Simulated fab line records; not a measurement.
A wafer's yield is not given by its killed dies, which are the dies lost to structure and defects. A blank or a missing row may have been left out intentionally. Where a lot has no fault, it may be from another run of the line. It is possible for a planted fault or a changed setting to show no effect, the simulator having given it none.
Which tool did it? + flow berkeley cmos170 + 21 wafers from 7 lots sampled at 3 of the route's 331 steps

WHAT THE GAUGES READ, wafer by wafer
UCB170_M1_RS_MEAS_01: uses a four-point probe to measure.
| lot  | measured     | on            | M1_AL_RS (ohm/sq)                         |
|------|--------------|---------------|-------------------------------------------|
| L626 | day 8 10:29  | film metro-03 | 0.0492 0.0484 0.0492                      |
| L630 | day 8 19:42  | film metro-02 | 0.0527 0.0524 0.0540 0.0528 0.0524 0.0540 |
| L632 | day 9 09:11  | film metro-02 | 0.0548 0.0543 0.0530 0.0547 0.0544 0.0530 |
| L635 | day 10 12:19 | film metro-01 | 0.0483 0.0489 0.0486                      |
| L639 | day 10 12:53 | film metro-03 | 0.0493 0.0487 0.0491                      |
| L638 | day 10 12:46 | film metro-02 | 0.0491 0.0485 0.0482                      |
| L643 | day 11 06:34 | film metro-02 | 0.0488 0.0483 0.0481                      |

WHICH TOOL RAN EACH LOT (tool, then ch and the chambers of the sampled wafers, then the start)
| lot  | UCB170_SPACER_ETCHBACK_03         | UCB170_M1_SPUTTER_00         |
|------|-----------------------------------|------------------------------|
| L626 | rie diel-04 ch 0,1,2, day 7 22:21 | pvd sputter-01, day 8 10:26  |
| L630 | rie diel-02 ch 0,2,3, day 8 06:40 | pvd sputter-01, day 8 19:38  |
| L632 | rie diel-02 ch 0,1,3, day 8 18:54 | pvd sputter-01, day 9 09:08  |
| L635 | rie diel-04 ch 1,2,3, day 9 21:11 | pvd sputter-04, day 10 12:14 |
| L639 | rie diel-02 ch 1,2, day 9 21:11   | pvd sputter-04, day 10 12:47 |
| L638 | rie diel-02 ch 1,2, day 9 21:15   | pvd sputter-02, day 10 12:43 |
| L643 | rie diel-04 ch 1,2, day 10 11:47  | pvd sputter-02, day 11 06:29 |
- UCB170_SPACER_ETCHBACK_03: etches SiO2 in CHF3/CF4/Ar, stops on Si, target depth 376 nm, time 100 s.
- UCB170_M1_SPUTTER_00: material Al, target thk 600 nm, time 80 s.

THE ANSWER, worked out from the rows above alone
Rule: usual is defined by the lots themselves. The widest of any qualifying gaps counts: lots, ordered by their means at a reading, are off when they make up no more than a third of the lots, leave a main group of 4 or more, and stand apart from it by 3 or more times the standard deviation of that group's means. Not used: any main group whose means are identical at the precision the tables above print for the reading. A lot without any number at a reading at which 4 lots or more have one is off too. Where the step has rows for the other lots, those lots are counted as sound.
Off: L630, L632, seen at UCB170_M1_RS_MEAS_01 (M1_AL_RS). Mean 0.0487 ohm/sq and standard deviation 0.00023 in the main group.
A tool fits if, at a process step before that reading, it ran every lot that is off, and no sound lot after the first of them. Those tools and the gauges at UCB170_M1_RS_MEAS_01 are tried in the same way. One fits: UCB170_M1_SPUTTER_00 on pvd sputter-01. A fault onset in the window from L626 (day 8 10:26, its last sound lot) to L630 (day 8 19:38, its first lot off) fits.

WHAT THE SIMULATOR PUT IN
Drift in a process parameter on pvd sputter-01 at UCB170_M1_SPUTTER_00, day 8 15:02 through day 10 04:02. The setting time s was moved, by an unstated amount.
Shown lots that were struck: L630, L632. The rule given above showed the same thing.
